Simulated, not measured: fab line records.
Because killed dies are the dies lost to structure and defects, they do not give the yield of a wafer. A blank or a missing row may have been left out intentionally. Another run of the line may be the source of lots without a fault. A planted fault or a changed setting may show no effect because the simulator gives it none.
Which tool did it?    flow rit cmos    Sampling: 13 lots, 39 wafers, 3 of 202 route steps

WHAT THE GAUGES SHOWED, per wafer
RIT_NRETRO_TW_MEAS_10. Usual: NRETRO_TW 1048, standard deviation 8.8.
lot   measured     on             NRETRO_TW       flag
L570  day 2 06:46  film metro-01  1038 1042 1039  
L571  day 2 12:56  film metro-01  1049 1047 1041  
L574  day 3 03:16  film metro-01  1041 1040 1033  
L576  day 3 16:20  film metro-01  1037 1036 1039  
L577  day 3 17:32  film metro-03  1054 1050 1056  
L578  day 3 22:32  film metro-01  1035 1027 1035  
L579  day 4 03:28  film metro-01  1043 1039 1037  
L581  day 4 13:44  film metro-02  1058 1060 1058  
L582  day 4 17:57  film metro-03  1056 1054 1046  
L584  day 5 04:29  film metro-02  1052 1054 1056  
L585  day 5 08:23  film metro-01  1036 1038 1046  
L592  day 6 20:34  film metro-01  1045 1043 1045  
L593  day 7 00:44  film metro-01  1037 1033 1041  

RIT_GATE_CD_MEAS_16: target cd 150 nm. Usual: 150.6 nm for cd nm, sd 2.4.
lot   measured     on         cd nm (nm)         flag
L570  day 2 13:40  cd sem-02  147.2 147.0 150.1  
L571  day 2 20:05  cd sem-02  150.5 151.7 150.1  
L574  day 3 09:32  cd sem-02  147.6 147.7 148.4  
L576  day 3 23:25  cd sem-02  153.4 151.4 152.4  
L577  day 4 00:52  cd sem-02  150.6 150.7 152.5  
L578  day 4 05:52  cd sem-01  147.4 148.5 146.0  
L579  day 4 10:50  cd sem-01  150.5 145.9 150.9  
L581  day 4 20:36  cd sem-01  149.3 150.7 150.3  
L582  day 5 01:30  cd sem-01  156.1 153.6 153.3  
L584  day 5 10:38  cd sem-01  166.9 166.2 168.5  OFF
L585  day 5 15:36  cd sem-01  154.8 154.2 155.3  
L592  day 7 02:46  cd sem-01  146.3 147.4 145.5  
L593  day 7 06:52  cd sem-02  152.1 152.1 151.9  

WHAT TOOL EACH LOT RAN ON (gives the tool, then ch and the chambers of the sampled wafers, and finally the start)
lot   RIT_GATE_EXPOSE_13
L570  iline stepper-02 ch 0, day 2 13:16
L571  iline stepper-01 ch 0, day 2 19:41
L574  iline stepper-02 ch 0, day 3 09:08
L576  iline stepper-02 ch 0, day 3 23:01
L577  iline stepper-01 ch 0, day 4 00:28
L578  iline stepper-01 ch 0, day 4 05:28
L579  iline stepper-01 ch 0, day 4 10:25
L581  iline stepper-02 ch 0, day 4 20:12
L582  iline stepper-01 ch 0, day 5 01:06
L584  iline stepper-02 ch 0, day 5 10:14
L585  iline stepper-01 ch 0, day 5 15:12
L592  iline stepper-02 ch 0, day 7 02:22
L593  iline stepper-01 ch 0, day 7 06:28
- RIT_GATE_EXPOSE_13: exposes mask M6, target cd 150 nm.

AS READ BY THE TOOLS THEMSELVES (means over the sampled wafers that have a number; for cases with no such wafer, the mark the record gives instead)
The record holds no such reading with a usual standard deviation.

THE ANSWER, worked out from the rows above alone
Rule: lot off if the mean of its wafers having a number is beyond 3 standard deviations from the usual mean. Also off: a lot with no number at a reading for which 4 or more lots have one. The other lots that the step has rows for count as sound. The gauges are gone through in route order, then the tools' own readings, and for those a lot's mean is taken as printed above. The first step at which some lot is off is used, and at that step the reading that is off furthest; a lot without a number counts as furthest.
Off: L584, at RIT_GATE_CD_MEAS_16 (cd nm).
A tool fits if, at a process step before that reading, it ran every lot that is off, and no sound lot after the first of them. Gauges at RIT_GATE_CD_MEAS_16: tried the same way as those tools. No candidate that was tried fits.

WHAT THE SIMULATOR HAD PUT IN
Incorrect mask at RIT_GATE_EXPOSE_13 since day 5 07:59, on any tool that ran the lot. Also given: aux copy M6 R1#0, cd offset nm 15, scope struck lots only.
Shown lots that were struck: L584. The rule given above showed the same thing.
